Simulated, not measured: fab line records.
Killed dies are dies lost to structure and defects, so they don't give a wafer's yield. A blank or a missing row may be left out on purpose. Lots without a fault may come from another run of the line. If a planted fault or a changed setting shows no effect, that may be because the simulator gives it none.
What tool caused it? | flow berkeley_cmos170 | 42 wafers from 14 lots sampled at 2 of the route's 331 steps

== WHAT THE GAUGES READ, wafer by wafer ==
UCB170_SDANNEAL_RS_MEAS_02: measures by four-point-probe.
lot  | measured     | on            | PSD_RS (ohm/sq)
L167 | day 6 14:48  | film_metro-04 | 75.49 75.60 75.64
L171 | day 7 21:34  | film_metro-03 | 75.87 75.94 76.00
L173 | day 7 21:59  | film_metro-04 | 75.48 75.22 75.11
L172 | day 7 22:26  | film_metro-01 | 75.64 75.67 75.74
L170 | day 7 22:28  | film_metro-03 | 76.01 75.65 76.05
L175 | day 8 07:11  | film_metro-04 | 75.50 75.36 75.49
L179 | day 8 07:32  | film_metro-01 | 75.68 75.64 75.94
L177 | day 8 07:43  | film_metro-03 | 75.18 75.79 75.65
L184 | day 10 11:52 | film_metro-01 | 75.89 75.83 75.46
L185 | day 10 16:34 | film_metro-04 | 75.96 75.43 75.71
L186 | day 10 16:41 | film_metro-03 | 75.39 75.47 75.35
L187 | day 10 16:42 | film_metro-01 | 75.16 75.43 75.32
L189 | day 10 23:11 | film_metro-04 | 75.03 75.45 75.12
L190 | day 11 00:12 | film_metro-04 | 75.55 75.67 75.41

UCB170_CONTACT_OVL_MEAS_16.
lot  | measured     | on         | CONTACT_OVL (nm)
L167 | day 6 19:40  | overlay-02 | 8 0 4
L171 | day 8 04:41  | overlay-02 | 1 2 -3
L173 | day 8 04:46  | overlay-01 | -1 2 -4
L172 | day 8 04:25  | overlay-02 | 4 3 -5
L170 | day 8 05:26  | overlay-02 | 1 3 1
L175 | day 8 11:48  | overlay-01 | 4 6 -1
L179 | day 8 13:55  | overlay-02 | 10 -7 8
L177 | day 8 14:21  | overlay-01 | 4 0 3
L184 | day 10 21:25 | overlay-02 | 0 -8 -2
L185 | day 10 22:41 | overlay-01 | -6 5 -1
L186 | day 10 23:00 | overlay-02 | 4 -3 -6
L187 | day 10 22:44 | overlay-02 | -15 -1 -4
L189 | day 11 05:11 | overlay-01 | 2 1 6
L190 | day 11 10:08 | overlay-01 | 5 13 2

== WHICH TOOL RAN EACH LOT (tool, then ch and the chambers of the sampled wafers, then the start) ==
Before these readings, the record contains no process step.

== WHAT THE TOOLS THEMSELVES READ (means of the sampled wafers that have a number; where no wafer has one, the mark that the record gives instead) ==
The record holds no such reading with a usual standard deviation.

== THE ANSWER, worked out from the rows above alone ==
Rule: the usual values come from the lots themselves. The widest of any qualifying gaps counts: lots, ordered by their means at a reading, are off when they make up no more than a third of the lots, leave a main group of 4 or more, and stand apart from it by 3 or more times the standard deviation of that group's means. The tables above print the reading to a certain number of digits; a main group whose means all agree to those digits is not used. A lot without any number at a reading at which 4 lots or more have one is off too. All remaining lots with rows at the step are treated as sound. First the gauges in route order, then the tools' own readings, where a lot's mean is used as printed above. At the first step where some lot is off, the reading lying furthest off is the one used; lots without a number count as furthest.
Nothing can be told from this: no lot is off at any reading shown.

== WHAT THE SIMULATOR HAD INSERTED ==
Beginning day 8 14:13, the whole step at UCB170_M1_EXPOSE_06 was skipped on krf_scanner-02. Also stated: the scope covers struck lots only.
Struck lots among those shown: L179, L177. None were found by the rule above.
